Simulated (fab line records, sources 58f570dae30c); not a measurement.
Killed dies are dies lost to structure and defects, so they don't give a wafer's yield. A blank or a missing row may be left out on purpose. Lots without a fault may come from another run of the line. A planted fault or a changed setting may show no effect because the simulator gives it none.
A struck lot beside a sound one | flow berkeley_cmos170 | 17 steps out of a route of 331
Sound: wafers L985.3, L985.4, L985.6. Struck: wafers L997.4, L997.5. (L997.2 of the same lot was not struck and is left out.) The cause comes at the end.
At each step with rows: each side's tool, then ch and its chambers, then its first start. Under that, the readings that differ: sound wafers | struck wafers | difference of the means | sigmas: that difference in standard deviations of wafers without a fault.
alike: readings whose means differ by less than 2 such deviations, and words and numbers that are the same on both sides. not compared: withheld readings, readings that some wafer has no value for, bounds like >300 that may hide the same value, and numbers for which the record gives no deviation and whose values overlap.
The two part at a step that has a row with sigmas, a row that says differs or no value, or rows on one side only. Numbers that don't overlap but have no deviation are shown without sigmas and don't part them. A reading that every wafer of one side lacks parts them only if that side has two wafers or more.

first, 1 step without rows for these wafers: UCB170_NWELL_OXIDATION_01 (target thk 26.4 nm, ox time 1260 s).
UCB170_NWELL_THK_MEAS_02:
  sound on film_metro-02, day 2 17:31; struck on film_metro-03, day 5 02:54
  alike: NWELL_OXIDE_THK
then, 2 steps without rows for these wafers: UCB170_NWELL_ANNEAL_03 (time 900 s); UCB170_NWELL_CVD_04 (deposits Si3N4 from SiH2Cl2/NH3, target thk 224 nm, time 3360 s).
UCB170_NWELL_THK_MEAS_05:
  sound on film_metro-02, day 2 23:42; struck on film_metro-02, day 5 07:20
  alike: NWELL_NITRIDE_THK
then, 6 steps without rows for these wafers: UCB170_NWELL_HMDS_06 (prime time 60 s); UCB170_NWELL_COAT_07 (resist thk 900 nm); UCB170_NWELL_SOFTBAKE_08 (time 60 s); UCB170_NWELL_EXPOSE_09 (exposes mask NWELL, target cd 3000 nm); UCB170_NWELL_PEB_10; UCB170_NWELL_DEVELOP_11 (develop time 45 s).
UCB170_NWELL_OVL_MEAS_12:
  sound on overlay-01, day 3 00:52; struck on overlay-01, day 5 08:27
  alike: NWELL_OVL
UCB170_NWELL_ETCH_13: etches Si3N4 in CH3F/Ar/O2, stops on SiO2, target depth 246.4 nm, time 154 s.
  sound on rie_diel-03 ch 0,1, day 3 00:53; struck on rie_diel-03 ch 3, day 5 08:29
  reading                                | sound             | struck      | difference | sigmas
  rf_fwd_power_W (W)                     | 447.8 447.5 447.4 | 522.3 521.3 | +74.2      | +53
  model.KrF_of_NWELL_COAT_07.thk_nm (nm) | 721.4 722.3 719.7 | 713.4 714.4 | -7.2       |
  alike: drypump_motor_current_A, oes_product_au, throttle_valve_pct
  not compared: rf_hours_counter_h
then, 1 step without rows for these wafers: UCB170_NWELL_IMPLANT_14.
UCB170_NWELL_STRIP_15: strips in O2.
  sound on plasma_asher-03 ch 0,1, day 3 01:11; struck on plasma_asher-03 ch 1, day 5 08:44
  reading                      | sound             | struck      | difference | sigmas
  strip_time_to_endpoint_s (s) | 18.02 18.04 17.97 | 17.82 17.85 | -0.17      | -2
  alike: drypump_motor_current_A, oes_product_au
  not compared: rf_hours_counter_h
UCB170_NWELL_TW_MEAS_16:
  sound on film_metro-02, day 3 01:16; struck on film_metro-02, day 5 08:51
  alike: NWELL_TW
-- the record jumps here: 5 days lie between the struck wafers' starts before and after (it left off in module NWELL and takes up again in module M3, whose first step shown is number 331 of the route) --
UCB170_M3_PROBE_99:
  the record has rows for the struck wafers here (prober-02, day 10 15:31) and none for the sound ones

WHERE THEY PART
First at UCB170_NWELL_ETCH_13; last, within this record, at UCB170_M3_PROBE_99.

WHY: what the simulator had put in
Process parameter drift: rie_diel-03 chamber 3, from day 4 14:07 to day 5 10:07, at UCB170_NWELL_ETCH_13. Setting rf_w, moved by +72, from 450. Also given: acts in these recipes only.
